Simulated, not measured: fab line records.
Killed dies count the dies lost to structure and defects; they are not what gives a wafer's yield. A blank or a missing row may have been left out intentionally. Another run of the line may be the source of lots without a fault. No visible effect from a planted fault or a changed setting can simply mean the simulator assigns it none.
fab line records | flow berkeley-cmos170
record: lots: 14 | wafers: 42 | last-day: 12
route steps=331 shown NVT@112 PVT@123 SPACER@171 NSD@197
lots with no fault: from the same line, run without faults
start-h: hours from the record's opening day to when the first of the lot's shown wafers began | wait-h: time in hours since the lot's previous step | " the same as in the row above | L1.1+2: a row that stands for several wafers | - either no value or no given start | * or withheld: withheld | < > ~ a bound
route shown NAME@n: names a module that has steps shown in the file, with the first one's number in the route | usual: average and standard deviation across the fault-free wafers | same: alike in all rows | chamber/n: place in a boat | sites: per-site readings | _std_site: the standard deviation of these | _edge_site: inner sites' mean taken away from outer sites' mean | radius-mm: for every site, how far away it sits from the centre of the wafer | mask NAME#n: copy n | behind: the last tool/chamber to shape the wafer | hold: why the lot went on hold/how many hours it stayed there/how the hold came to an end | device: the transistor (n, p or np) that didn't switch | end of line: tests run on the same wafers once the route is complete | step lacking rows: just its recipe | killed: dies lost to structure and defects at the first sort, not the wafer's yield | map: per-die view of a wafer (x killed, . not killed, _ where there is no die)
set.NAME: setting as actually run; set.NAME@STEP: the setting as run at that earlier step | model.NAME: the simulator's own value behind a step, which no gauge read
one table for each step of the route and one row for each wafer, over a sample of lots
services: a tool's chamber out of use, with start hour (start-h, from the record's first day; less than 0 if before it), hours out, and reason
== steps ==
step: UCB170_NVT_STRIP_08
recipe: chemistry: O2 | power-w: 400 | pressure-mtorr: 3500 | platen-temp-c: withheld | o2-flow-sccm: 400 | overash-fraction: 0.5
usual: drypump-motor-current-A: 5.7/0.44 | oes-product-au: 0.734/0.0044 | strip-time-to-endpoint-s: 21.62/0.058
lot.wafer | tool            | chamber | start-h | wait-h | drypump-motor-current-A | oes-product-au | rf-hours-counter-h | strip-time-to-endpoint-s
L896.2    | plasma-asher-04 | 1       | 116.43  | 0.1    | 5.0                     | 0.735          | 42                 | 21.65
L896.4    | "               | 0       | "       | "      | 5.9                     | 0.732          | -                  | 21.65
L896.6    | "               | 1       | "       | "      | 5.0                     | 0.731          | -                  | 21.66
L897.1    | plasma-asher-01 | 1       | 123.84  | 0.1    | 6.5                     | 0.742          | 0                  | 21.73
L897.5    | "               | 0       | "       | "      | 5.9                     | 0.729          | -                  | 21.68
L897.6    | "               | 1       | "       | "      | 6.5                     | 0.733          | -                  | 21.75
L898.3    | plasma-asher-04 | 0       | 133.33  | 0.1    | 5.9                     | 0.735          | -                  | 21.70
L898.5    | "               | 0       | "       | "      | 5.9                     | 0.733          | -                  | 21.62
L898.6    | "               | 1       | "       | "      | 5.0                     | 0.737          | -                  | 21.63
L902.1    | plasma-asher-04 | 0       | 139.64  | 0.1    | 5.9                     | 0.735          | 44                 | 21.68
L902.3    | "               | 0       | "       | "      | 5.9                     | 0.729          | -                  | 21.70
L902.4    | "               | 1       | "       | "      | 5.0                     | 0.729          | -                  | 21.61
L903.1    | plasma-asher-04 | 0       | 148.96  | 0.1    | 5.9                     | 0.735          | 45                 | 21.53
L903.4    | "               | 0       | "       | "      | 5.9                     | 0.728          | -                  | 21.62
L903.5    | "               | 1       | "       | "      | 5.0                     | 0.741          | -                  | 21.54
L904.1    | plasma-asher-03 | 1       | 160.50  | 0.1    | 5.6                     | 0.730          | 37                 | 21.68
L904.4    | "               | 0       | "       | "      | 5.6                     | 0.739          | -                  | 21.58
L904.6    | "               | 1       | "       | "      | 5.6                     | 0.735          | -                  | 21.65
L905.2    | plasma-asher-01 | 0       | 162.49  | 0.1    | 5.9                     | 0.731          | 5                  | 21.60
L905.3    | "               | 1       | "       | "      | 6.4                     | 0.734          | -                  | 21.70
L905.5    | "               | 1       | "       | "      | 6.4                     | 0.734          | -                  | 21.60
L906.2    | plasma-asher-03 | 1       | 162.77  | 0.1    | 5.5                     | 0.737          | 38                 | 21.60
L906.4    | "               | 0       | "       | "      | 5.6                     | 0.737          | -                  | 21.64
L906.5    | "               | 1       | "       | "      | 5.5                     | 0.729          | -                  | 21.60
L909.2    | plasma-asher-01 | 1       | 190.91  | 0.1    | 6.5                     | 0.735          | 8                  | 21.50
L909.3    | "               | 1       | "       | "      | 6.5                     | 0.727          | -                  | 21.56
L909.6    | "               | 1       | "       | "      | 6.4                     | 0.734          | -                  | 21.53
L913.1    | plasma-asher-03 | 1       | 193.53  | 0.1    | 5.5                     | 0.725          | 41                 | 21.65
L913.3    | "               | 0       | "       | "      | 5.6                     | 0.732          | -                  | 21.60
L913.4    | "               | 1       | "       | "      | 5.5                     | 0.739          | -                  | 21.65
L914.1    | plasma-asher-03 | 1       | 193.80  | 0.1    | 5.5                     | 0.750          | 42                 | 21.51
L914.2    | "               | 0       | "       | "      | 5.6                     | 0.731          | 42                 | 21.56
L914.6    | "               | 1       | "       | "      | 5.5                     | 0.737          | -                  | 21.59
L912.3    | plasma-asher-04 | 0       | 193.82  | 0.1    | 5.9                     | 0.735          | -                  | 21.72
L912.4    | "               | 1       | "       | "      | 5.0                     | 0.737          | -                  | 21.66
L912.5    | "               | 0       | "       | "      | 5.9                     | 0.738          | -                  | 21.61
L917.2    | plasma-asher-01 | 1       | 218.86  | 0.1    | 6.4                     | 0.732          | 12                 | 21.57
L917.4    | "               | 1       | "       | "      | 6.5                     | 0.733          | -                  | 21.58
L917.5    | "               | 0       | "       | "      | 5.9                     | 0.742          | -                  | 21.59
L918.1    | plasma-asher-03 | 0       | 223.10  | 0.1    | 5.6                     | 0.728          | 44                 | 21.60
L918.2    | "               | 1       | "       | "      | 5.5                     | 0.734          | 44                 | 21.64
L918.4    | "               | 1       | "       | "      | 5.6                     | 0.725          | -                  | 21.59
step: UCB170_PVT_STRIP_08
recipe: chemistry: O2 | power-w: 400 | pressure-mtorr: 3500 | platen-temp-c: withheld | o2-flow-sccm: 400 | overash-fraction: 0.5
usual: drypump-motor-current-A: 5.8/0.48 | oes-product-au: 0.734/0.0046 | strip-time-to-endpoint-s: 21.63/0.06
lot.wafer | tool            | chamber | start-h | wait-h | drypump-motor-current-A | oes-product-au | rf-hours-counter-h | strip-time-to-endpoint-s
L896.2    | plasma-asher-01 | 1       | 117.79  | 0.1    | 6.5                     | 0.731          | 0                  | 21.62
L896.4    | "               | 0       | "       | "      | 5.9                     | 0.740          | -                  | 21.68
L896.6    | "               | 0       | "       | "      | 5.9                     | 0.730          | -                  | 21.66
L897.1    | plasma-asher-02 | 1       | 125.63  | 0.1    | 5.3                     | 0.738          | 42                 | 21.65
L897.5    | "               | 0       | "       | "      | 5.8                     | 0.731          | -                  | 21.57
L897.6    | "               | 1       | "       | "      | 5.3                     | 0.735          | -                  | 21.60
L898.3    | plasma-asher-04 | 1       | 135.60  | 0.1    | 5.0                     | 0.738          | -                  | 21.65
L898.5    | "               | 0       | "       | "      | 5.9                     | 0.732          | -                  | 21.62
L898.6    | "               | 1       | "       | "      | 5.0                     | 0.739          | -                  | 21.59
L902.1    | plasma-asher-04 | 0       | 143.84  | 0.1    | 5.9                     | 0.733          | 44                 | 21.64
L902.3    | "               | 0       | "       | "      | 5.9                     | 0.730          | -                  | 21.64
L902.4    | "               | 1       | "       | "      | 5.0                     | 0.739          | -                  | 21.63
L903.1    | plasma-asher-04 | 1       | 150.36  | 0.1    | 5.0                     | 0.738          | 45                 | 21.62
L903.4    | "               | 1       | "       | "      | 5.0                     | 0.733          | -                  | 21.63
L903.5    | "               | 0       | "       | "      | 5.9                     | 0.744          | -                  | 21.62
L904.1    | plasma-asher-02 | 0       | 162.30  | 0.1    | 5.8                     | 0.736          | 46                 | 21.63
L904.4    | "               | 0       | "       | "      | 5.8                     | 0.734          | -                  | 21.61
L904.6    | "               | 1       | "       | "      | 5.3                     | 0.736          | -                  | 21.57
L905.2    | plasma-asher-04 | 1       | 166.67  | 0.1    | 5.0                     | 0.726          | 47                 | 21.53
L905.3    | "               | 0       | "       | "      | 5.9                     | 0.734          | -                  | 21.56
L905.5    | "               | 0       | "       | "      | 5.9                     | 0.737          | -                  | 21.54
L906.2    | plasma-asher-02 | 0       | 166.95  | 0.1    | 5.8                     | 0.737          | 46                 | 21.54
L906.4    | "               | 0       | "       | "      | 5.8                     | 0.734          | -                  | 21.61
L906.5    | "               | 1       | "       | "      | 5.3                     | 0.733          | -                  | 21.54
L909.2    | plasma-asher-02 | 1       | 193.51  | 0.1    | 5.3                     | 0.732          | 50                 | 21.74
L909.3    | "               | 1       | "       | "      | 5.3                     | 0.743          | -                  | 21.78
L909.6    | "               | 0       | "       | "      | 5.8                     | 0.738          | -                  | 21.81
L913.1    | plasma-asher-01 | 0       | 197.85  | 0.1    | 5.9                     | 0.730          | 9                  | 21.62
L913.3    | "               | 0       | "       | "      | 5.9                     | 0.729          | -                  | 21.57
L913.4    | "               | 1       | "       | "      | 6.5                     | 0.736          | -                  | 21.61
L914.1    | plasma-asher-04 | 1       | 198.05  | 0.1    | 5.0                     | 0.728          | 51                 | 21.62
L914.2    | "               | 0       | "       | "      | 5.9                     | 0.735          | 51                 | 21.67
L914.6    | "               | 1       | "       | "      | 5.0                     | 0.729          | -                  | 21.59
L912.3    | plasma-asher-01 | 0       | 198.16  | 0.1    | 5.9                     | 0.736          | -                  | 21.55
L912.4    | "               | 1       | "       | "      | 6.4                     | 0.735          | -                  | 21.58
L912.5    | "               | 0       | "       | "      | 5.9                     | 0.741          | -                  | 21.57
L917.2    | plasma-asher-01 | 0       | 220.64  | 0.1    | 5.9                     | 0.728          | 12                 | 21.61
L917.4    | "               | 1       | "       | "      | 6.4                     | 0.735          | -                  | 21.61
L917.5    | "               | 1       | "       | "      | 6.5                     | 0.719          | -                  | 21.65
L918.1    | plasma-asher-01 | 0       | 224.81  | 0.1    | 5.9                     | 0.735          | 13                 | 21.65
L918.2    | "               | 1       | "       | "      | 6.4                     | 0.736          | 13                 | 21.68
L918.4    | "               | 0       | "       | "      | 5.9                     | 0.735          | -                  | 21.66
step: UCB170_SPACER_CVD_00
recipe: material: SiO2 | target-thk-nm: 376 | temp-c: 390 | precursor: TEOS/O2 | time-s: 47 | rf-w: 550 | pressure-mtorr: 9000
usual: heater-power-w: 250/52
lot.wafer | tool     | chamber | start-h | wait-h | heater-power-w
L896.2    | pecvd-02 | 0       | 137.06  | 0.0    | 224
L896.4    | "        | 1       | "       | "      | 253
L896.6    | "        | 0       | "       | "      | 244
L897.1    | pecvd-01 | 0       | 142.66  | 0.0    | 272
L897.5    | "        | 2       | "       | "      | 196
L897.6    | "        | 0       | "       | "      | 294
L898.3    | pecvd-02 | 1       | 150.85  | 0.0    | 244
L898.5    | "        | 1       | "       | "      | 246
L898.6    | "        | 0       | "       | "      | 220
L902.1    | pecvd-02 | 1       | 161.29  | 0.0    | 236
L902.3    | "        | 0       | "       | "      | 242
L902.4    | "        | 0       | "       | "      | 248
L903.1    | pecvd-01 | 0       | 166.32  | 0.0    | 240
L903.4    | "        | 0       | "       | "      | 266
L903.5    | "        | 2       | "       | "      | 230
L904.1    | pecvd-02 | 1       | 176.55  | 0.0    | 215
L904.4    | "        | 0       | "       | "      | 284
L904.6    | "        | 1       | "       | "      | 235
L905.2    | pecvd-01 | 0       | 180.19  | 0.0    | 338
L905.3    | "        | 0       | "       | "      | 231
L905.5    | "        | 0       | "       | "      | 266
L906.2    | pecvd-02 | 1       | 180.77  | 0.0    | 282
L906.4    | "        | 2       | "       | "      | 216
L906.5    | "        | 0       | "       | "      | 226
L909.2    | pecvd-01 | 2       | 205.69  | 0.0    | 262
L909.3    | "        | 1       | "       | "      | 372
L909.6    | "        | 0       | "       | "      | 287
L913.1    | pecvd-02 | 1       | 216.29  | 0.0    | 234
L913.3    | "        | 2       | "       | "      | 212
L913.4    | "        | 1       | "       | "      | 256
L912.3    | pecvd-04 | 0       | 216.45  | 0.0    | 299
L912.4    | "        | 1       | "       | "      | 235
L912.5    | "        | 0       | "       | "      | 209
L914.1    | pecvd-02 | 2       | 216.57  | 0.0    | 154
L914.2    | "        | 1       | "       | "      | 213
L914.6    | "        | 2       | "       | "      | 185
L917.2    | pecvd-04 | 1       | 239.55  | 0.0    | 194
L917.4    | "        | 1       | "       | "      | 197
L917.5    | "        | 0       | "       | "      | 231
L918.1    | pecvd-04 | 2       | 240.80  | 0.0    | 313
L918.2    | "        | 1       | "       | "      | 198
L918.4    | "        | 1       | "       | "      | 203
step: UCB170_SPACER_THK_MEAS_01
recipe: reads: SiO2_of_SPACER_CVD_00
usual: SPACER_TEOS_THK: 375/4.4
lot.wafer | tool          | chamber | start-h | wait-h | SPACER_TEOS_THK[nm]
L896.2    | film-metro-02 | -       | 137.11  | 0.0    | 369
L896.4    | "             | -       | "       | "      | 375
L896.6    | "             | -       | "       | "      | 373
L897.1    | film-metro-03 | -       | 142.70  | 0.0    | 367
L897.5    | "             | -       | "       | "      | 376
L897.6    | "             | -       | "       | "      | 371
L898.3    | film-metro-01 | -       | 150.91  | 0.0    | 367
L898.5    | "             | -       | "       | "      | 379
L898.6    | "             | -       | "       | "      | 369
L902.1    | film-metro-01 | -       | 161.33  | 0.0    | 368
L902.3    | "             | -       | "       | "      | 368
L902.4    | "             | -       | "       | "      | 372
L903.1    | film-metro-01 | -       | 166.36  | 0.0    | 374
L903.4    | "             | -       | "       | "      | 377
L903.5    | "             | -       | "       | "      | 384
L904.1    | film-metro-02 | -       | 176.59  | 0.0    | 377
L904.4    | "             | -       | "       | "      | 379
L904.6    | "             | -       | "       | "      | 383
L905.2    | film-metro-03 | -       | 180.31  | 0.1    | 533
L905.3    | "             | -       | "       | "      | 535
L905.5    | "             | -       | "       | "      | 533
L906.2    | film-metro-02 | -       | 180.83  | 0.0    | 373
L906.4    | "             | -       | "       | "      | 375
L906.5    | "             | -       | "       | "      | 380
L909.2    | film-metro-02 | -       | 205.74  | 0.0    | 532
L909.3    | "             | -       | "       | "      | 527
L909.6    | "             | -       | "       | "      | 533
L913.1    | film-metro-03 | -       | 216.35  | 0.0    | 376
L913.3    | "             | -       | "       | "      | 376
L913.4    | "             | -       | "       | "      | 381
L912.3    | film-metro-01 | -       | 216.51  | 0.0    | 374
L912.4    | "             | -       | "       | "      | 380
L912.5    | "             | -       | "       | "      | 377
L914.1    | film-metro-03 | -       | 216.63  | 0.0    | 371
L914.2    | "             | -       | "       | "      | 370
L914.6    | "             | -       | "       | "      | 375
L917.2    | film-metro-01 | -       | 239.60  | 0.0    | 374
L917.4    | "             | -       | "       | "      | 378
L917.5    | "             | -       | "       | "      | 375
L918.1    | film-metro-03 | -       | 240.84  | 0.0    | 371
L918.2    | "             | -       | "       | "      | 377
L918.4    | "             | -       | "       | "      | 378
step: UCB170_SPACER_ETCHBACK_03
recipe: stop-on: Si | target: SiO2 | chemistry: CHF3/CF4/Ar | CHF3_flow_sccm: 50 | cf4-flow-sccm: 10 | Ar_flow_sccm: 120 | pressure-mtorr: 200 | rf-w: 500 | target-depth-a: 3760 | time-s: 100
usual: drypump-motor-current-A: 5.7/0.41 | mfc-ar-sccm: 120.0/0.37 | oes-product-au: 0.899/0.019 | throttle-valve-pct: 6.46/0.16
lot.wafer | tool        | chamber | start-h | wait-h | drypump-motor-current-A | mfc-ar-sccm | oes-product-au | rf-hours-counter-h | throttle-valve-pct
L896.2    | rie-diel-02 | 2       | 139.26  | 0.0    | 6.2                     | 119.7       | 0.898          | 5                  | 6.62
L896.4    | "           | 1       | "       | "      | 6.0                     | 119.9       | 0.896          | 30                 | 6.49
L896.6    | "           | 1       | "       | "      | 6.0                     | 119.6       | 0.889          | -                  | 6.50
L897.1    | rie-diel-04 | 1       | 146.61  | 0.0    | 5.9                     | 119.7       | 0.874          | 1                  | 6.24
L897.5    | "           | 3       | "       | "      | 6.3                     | 119.4       | 0.912          | -                  | 6.25
L897.6    | "           | 2       | "       | "      | 5.8                     | 120.2       | 0.875          | -                  | 6.65
L898.3    | rie-diel-03 | 3       | 154.99  | 0.0    | 5.7                     | 119.4       | 0.864          | 85                 | 6.35
L898.5    | "           | 1       | "       | "      | 5.8                     | 119.8       | 0.923          | -                  | 6.55
L898.6    | "           | 0       | "       | "      | 5.2                     | 120.1       | 0.901          | -                  | 6.31
L902.1    | rie-diel-04 | 0       | 164.69  | 0.0    | 5.4                     | 120.3       | 0.860          | 119                | 6.30
L902.3    | "           | 1       | "       | "      | 5.9                     | 120.6       | 0.879          | 2                  | 6.24
L902.4    | "           | 3       | "       | "      | 6.3                     | 119.5       | 0.896          | 56                 | 6.26
L903.1    | rie-diel-04 | 0       | 168.88  | 0.0    | 5.3                     | 120.0       | 0.866          | 119                | 6.28
L903.4    | "           | 3       | "       | "      | 6.3                     | 120.3       | 0.908          | 56                 | 6.26
L903.5    | "           | 0       | "       | "      | 5.3                     | 119.6       | 0.890          | -                  | 6.30
L904.1    | rie-diel-02 | 2       | 178.94  | 0.0    | 6.2                     | 120.4       | 0.908          | 8                  | 6.62
L904.4    | "           | 0       | "       | "      | 5.0                     | 119.7       | 0.928          | 112                | 6.58
L904.6    | "           | 1       | "       | "      | 6.0                     | 120.0       | 0.903          | -                  | 6.50
L905.2    | rie-diel-02 | 2       | 183.12  | 0.0    | 6.2                     | 119.4       | 1.012          | 8                  | 6.64
L905.3    | "           | 1       | "       | "      | 6.1                     | 120.5       | 0.993          | 32                 | 6.51
L905.5    | "           | 3       | "       | "      | 5.9                     | 119.6       | 0.997          | -                  | 6.64
L906.2    | rie-diel-03 | 2       | 183.12  | 0.0    | 5.0                     | 119.9       | 0.886          | 145                | 6.61
L906.4    | "           | 0       | "       | "      | 5.2                     | 120.1       | 0.923          | 37                 | 6.31
L906.5    | "           | 2       | "       | "      | 5.0                     | 120.2       | 0.907          | -                  | 6.61
L909.2    | rie-diel-03 | 1       | 211.77  | 0.0    | 5.8                     | 119.8       | 1.023          | 9                  | 6.58
L909.3    | "           | 0       | "       | "      | 5.2                     | 119.6       | 1.023          | 39                 | 6.33
L909.6    | "           | 0       | "       | "      | 5.2                     | 120.2       | 1.025          | -                  | 6.34
L913.1    | rie-diel-03 | 1       | 222.71  | 0.0    | 5.7                     | 120.4       | 0.914          | 10                 | 6.55
L913.3    | "           | 2       | "       | "      | 5.0                     | 119.5       | 0.932          | 0                  | 6.62
L913.4    | "           | 0       | "       | "      | 5.2                     | 119.9       | 0.935          | 39                 | 6.32
L914.1    | rie-diel-04 | 2       | 222.78  | 0.1    | 5.8                     | 120.0       | 0.889          | 114                | 6.65
L914.2    | "           | 0       | "       | "      | 5.4                     | 120.0       | 0.870          | 121                | 6.31
L914.6    | "           | 1       | "       | "      | 5.9                     | 120.9       | 0.895          | -                  | 6.24
L912.3    | rie-diel-02 | 1       | 222.78  | 0.1    | 6.0                     | 120.3       | 0.892          | 34                 | 6.49
L912.4    | "           | 0       | "       | "      | 5.1                     | 119.8       | 0.932          | 114                | 6.60
L912.5    | "           | 3       | "       | "      | 5.9                     | 120.3       | 0.901          | -                  | 6.61
L917.2    | rie-diel-03 | 0       | 243.98  | 0.0    | 5.2                     | 120.2       | 0.909          | 40                 | 6.32
L917.4    | "           | 3       | "       | "      | 5.8                     | 120.1       | 0.880          | 89                 | 6.36
L917.5    | "           | 0       | "       | "      | 5.2                     | 120.8       | 0.923          | -                  | 6.32
L918.1    | rie-diel-03 | 2       | 244.05  | 0.1    | 5.0                     | 120.4       | 0.912          | 1                  | 6.62
L918.2    | "           | 3       | "       | "      | 5.8                     | 119.8       | 0.885          | 89                 | 6.36
L918.4    | "           | 1       | "       | "      | 5.8                     | 120.1       | 0.913          | 11                 | 6.55
step: UCB170_NSD_TW_MEAS_10
usual: NSD_TW: 4187/51
lot.wafer | tool          | chamber | start-h | wait-h | NSD_TW
L896.2    | film-metro-02 | -       | 144.00  | 0.1    | 4183
L896.4    | "             | -       | "       | "      | 4202
L896.6    | "             | -       | "       | "      | 4189
L897.1    | film-metro-02 | -       | 149.81  | 0.1    | 4202
L897.5    | "             | -       | "       | "      | 4197
L897.6    | "             | -       | "       | "      | 4216
L898.3    | film-metro-04 | -       | 158.38  | 0.1    | 4244
L898.5    | "             | -       | "       | "      | 4244
L898.6    | "             | -       | "       | "      | 4237
L902.1    | film-metro-02 | -       | 171.42  | 0.1    | 4177
L902.3    | "             | -       | "       | "      | 4175
L902.4    | "             | -       | "       | "      | 4174
L903.1    | film-metro-02 | -       | 173.29  | 0.1    | 4159
L903.4    | "             | -       | "       | "      | 4158
L903.5    | "             | -       | "       | "      | 4163
L904.1    | film-metro-02 | -       | 182.15  | 0.1    | 4188
L904.4    | "             | -       | "       | "      | 4186
L904.6    | "             | -       | "       | "      | 4191
L906.2    | film-metro-01 | -       | 186.79  | 0.1    | 4127
L906.4    | "             | -       | "       | "      | 4150
L906.5    | "             | -       | "       | "      | 4150
L913.1    | film-metro-02 | -       | 227.02  | 0.1    | 4196
L913.3    | "             | -       | "       | "      | 4191
L913.4    | "             | -       | "       | "      | 4190
L914.1    | film-metro-01 | -       | 227.23  | 0.1    | 4125
L914.2    | "             | -       | "       | "      | 4127
L914.6    | "             | -       | "       | "      | 4118
L912.3    | film-metro-04 | -       | 227.46  | 0.1    | 4230
L912.4    | "             | -       | "       | "      | 4251
L912.5    | "             | -       | "       | "      | 4248
L918.1    | film-metro-01 | -       | 251.67  | 0.1    | 4068
L918.2    | "             | -       | "       | "      | 4101
L918.4    | "             | -       | "       | "      | 4097
L917.2    | film-metro-04 | -       | 251.80  | 0.1    | 4255
L917.4    | "             | -       | "       | "      | 4267
L917.5    | "             | -       | "       | "      | 4271
== services ==
tool            | chamber | start-h | hours | kind
rie-diel-02     | 2       | 98.51   | 6.9   | repair
plasma-asher-02 | -       | 103.51  | 0.3   | repair
plasma-asher-01 | -       | 108.75  | 9.0   | pm
pecvd-02        | 0       | 114.60  | 5.9   | repair
rie-diel-03     | 3       | 116.41  | 6.7   | repair
pecvd-01        | -       | 119.05  | 0.7   | repair
pecvd-02        | 1       | 130.48  | 5.1   | repair
pecvd-01        | -       | 150.32  | 6.0   | pm
rie-diel-04     | 0       | 152.52  | 6.7   | repair
pecvd-01        | 1       | 161.03  | 4.3   | repair
pecvd-01        | 1       | 172.24  | 20.4  | repair
pecvd-01        | -       | 173.63  | 0.8   | pm
plasma-asher-04 | -       | 176.20  | 0.8   | repair
pecvd-01        | 2       | 177.82  | 9.6   | repair
rie-diel-02     | 3       | 184.35  | 3.8   | repair
plasma-asher-02 | -       | 197.61  | 2.8   | pm
rie-diel-02     | 3       | 210.18  | 4.5   | repair
pecvd-01        | -       | 213.23  | 4.3   | pm
plasma-asher-03 | -       | 213.39  | 2.5   | repair
plasma-asher-03 | -       | 213.41  | 3.6   | repair
plasma-asher-03 | -       | 214.37  | 3.7   | repair
pecvd-02        | 0       | 215.12  | 5.0   | repair
rie-diel-03     | 0       | 218.82  | 1.9   | repair
plasma-asher-04 | -       | 231.42  | 2.1   | repair
== key ==
first-sign: step: UCB170_SPACER_THK_MEAS_01 | reading: SPACER_TEOS_THK | direction: up | sigmas: 36 | usual: 375 | struck: 532
effect: step: UCB170_SPACER_ETCHBACK_03 | reading: oes-product-au | direction: up | sigmas: 6 | usual: 0.899 | struck: 1.012
met-at UCB170_SPACER_CVD_00
struck-lots L905,L909
later-rows-left-out L905.2,L905.3,L905.5,L909.2,L909.3,L909.6
sort-left-out L905.2,L905.3,L905.5,L909.2,L909.3,L909.6
tester-left-out L905,L909
not-acting-at UCB170_NVT_STRIP_08,UCB170_PVT_STRIP_08,UCB170_NSD_TW_MEAS_10
onset-between 166.32 180.19
fault: kind: process-parameter-drift | tool: pecvd-01 | chamber: - | onset-h: 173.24 | steps: UCB170_SPACER_CVD_00 | channel: target-thk-nm | offset: 160.36 | shape: step | end-h: 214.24 | acts-in: these-recipes-only | stated: 376
tester-left-out: of these lots the tester's yield and bins aren't shown, on N5 and GAA mostly nor the transistor test; their killed dies are dies lost to structure and defects alone, not to doping, threshold or leakage, so they don't give the yield
sort-left-out: the simulated sort isn't trusted on such a fault, so these wafers' sort isn't shown, and their yield isn't known
later-rows-left-out: the simulator's readings of these wafers behind a module that went badly wrong aren't trusted and aren't shown, but for the sort
